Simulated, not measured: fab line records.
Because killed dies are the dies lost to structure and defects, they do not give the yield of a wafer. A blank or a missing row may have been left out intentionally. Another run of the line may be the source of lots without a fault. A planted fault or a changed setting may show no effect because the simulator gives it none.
Problem report, 8D (eight disciplines) form, completed by code | flow ritCmos | the parts of the form that need people (team, actions taken, sign-off) are left out

1. THE ISSUE
Wafers free of any fault read 350 nm (standard deviation 5.3) for FOX1_OXIDE_THK at RIT_FOX1_THK_MEAS_01, against a mean of 322 nm on 6 wafers of 2 lots. That puts it -5.3 standard deviations away from the usual mean.
The first sign was on wafer L378.3 at day 4 02:38, on filmMetro-04. Wafers with a number at this step in the record: 42, from 14 lots. The rule behind "out" and "out of limits": a value lying over 4 standard deviations away from the usual mean. The other wafers with a number count as sound.

2. WHAT THIS IS AND IS NOT
question                    | is                     | is not
which readings at this step | FOX1_OXIDE_THK         | -
which lots                  | L378, L382             | L367, L368, L369, L370, L371, L372, L373, L375, L380, L383, L385, L390
which wafers of those lots  | all that have a number | -
read on which gauges        | filmMetro-04           | filmMetro-02, filmMetro-03
when                        | from day 4 02:38       | up to then (24 sound wafers); but 12 sound wafers of L380, L383, L385, L390 came after

3. WHAT RULES OUT EACH SUSPECT
Counting: a tool stays on the suspect list if, at a process step up to the reading, it processed all lots that are out and no sound lot following the first of them.
- the gauge at RIT_FOX1_THK_MEAS_01 is ruled out. All the wafers that are out were read on filmMetro-04, but those of them that RIT_FOX1_OXIDATION_00 has rows for are out there too, on other tools.
- furnace-01 at RIT_FOX1_OXIDATION_00 (target thk 350.7 nm, ox time 1130 s): kept. It ran every lot that is out, first L378 (day 4 01:18), and no sound lot after that; its last sound lot up to then is L373 (day 2 22:05). Its own readings are out on those wafers: spikeTcCentreC, spikeTcLoadC, spikeTcSourceC, tubeCenterTempC, tube_center_temp_C_max.
Remaining after the count: furnace-01 at RIT_FOX1_OXIDATION_00.

4. THE CAUSE (what the simulator had put in)
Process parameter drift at RIT_FOX1_OXIDATION_00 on furnace-01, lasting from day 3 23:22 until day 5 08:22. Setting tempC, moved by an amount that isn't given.
Only this tool survived the counting.

5. THE EFFECT CHAIN, in route order
Each row: a reading where the mean over the struck wafers with a number is more than 3 standard deviations away from the usual. Scope: only readings with a usual standard deviation given in the record; hours: median across lots of the time from each lot's start at the first step in this table that gives one to its start at this step; sigmas: change in usual standard deviations.
hours | step                  | reading                | usual    | on struck wafers | change | sigmas
0     | RIT_FOX1_OXIDATION_00 | spikeTcCentreC         | 1103.0 C | 1089.3           | -13.7  | -14
0     | RIT_FOX1_OXIDATION_00 | spikeTcLoadC           | 1126.1 C | 1107.7           | -18.4  | -6.3
0     | RIT_FOX1_OXIDATION_00 | spikeTcSourceC         | 1127.6 C | 1112.7           | -14.9  | -9.3
0     | RIT_FOX1_OXIDATION_00 | tubeCenterTempC        | 1100 C   | 1085             | -15    | -99 or more
0     | RIT_FOX1_OXIDATION_00 | tube_center_temp_C_max | 1102.9   | 1087.9           | -15.0  | -32
1     | RIT_FOX1_THK_MEAS_01  | FOX1_OXIDE_THK         | 350 nm   | 322              | -28    | -5.3
Its process steps:
- RIT_FOX1_OXIDATION_00: target thk 350.7 nm, ox time 1130 s.

6. HOW IT WOULD HAVE BEEN CAUGHT EARLIER
Counted from the fault's start at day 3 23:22, it took 3 hours until the first out-of-limits reading at a measuring or inspecting step in this record, taken at day 4 02:38.
The tool's own readings at RIT_FOX1_OXIDATION_00 were out on every struck wafer that the step has a row for (spikeTcCentreC, spikeTcLoadC, spikeTcSourceC, tubeCenterTempC, tube_center_temp_C_max): an alarm limit on them would have fired on the first of those.
Among the 2 lots that are out, L382 began RIT_FOX1_OXIDATION_00 on furnace-01 after day 4 02:38. Putting the tool on hold at that point would have spared it.
